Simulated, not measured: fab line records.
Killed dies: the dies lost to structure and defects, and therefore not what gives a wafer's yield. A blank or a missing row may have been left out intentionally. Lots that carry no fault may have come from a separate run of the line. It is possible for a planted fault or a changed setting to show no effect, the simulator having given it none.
Matching of chambers	flow berkeley-cmos170	rie-diel-02 running UCB170_CONTACT_ETCH_17: 4 sister chambers
The step etches BARC in N2/H2. 4 wafers are shown with their chamber, then 7 later ones without.

## WAFERS WITH THEIR CHAMBER
wafer	chamber	drypump-motor-current-A (A)
L910.1	1	5.0
L913.1	2	6.3
L920.2	3	5.7
L920.3	0	5.6

## WAFERS WITHOUT THEIR CHAMBER
wafer	drypump-motor-current-A (A)
L920.4	5.7
L921.2	6.3
L921.3	5.8
L921.5	6.4
L923.1	6.3
L923.2	5.8
L923.4	5.6

## WHICH CHAMBER EACH WENT THROUGH
wafer	from the rows above	in truth
L920.4	can't be placed: 3 or 0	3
L921.2	2	2
L921.3	can't be placed: 3 or 0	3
L921.5	2	2
L923.1	2	2
L923.2	can't be placed: 3 or 0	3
L923.4	can't be placed: 0 or 3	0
3 of 7 placed correctly. These rows do not allow placing 4 (true chamber among the candidates in 4). Placed wrongly: 0.
How it was worked out, from the rows above alone: a wafer's distance from a chamber is the root of the sum, over the readings, of the square of ((its reading less the chamber's mean) divided by the reading's scatter). If the next closest chamber is less than 2 further off than the closest, the wafer can't be placed; otherwise it belongs to the closest. A chamber's mean is the mean of its shown wafers. The scatter (one wafer shown for each chamber): square how far every hidden wafer sits from the nearest shown wafer, average those squares and take the square root.
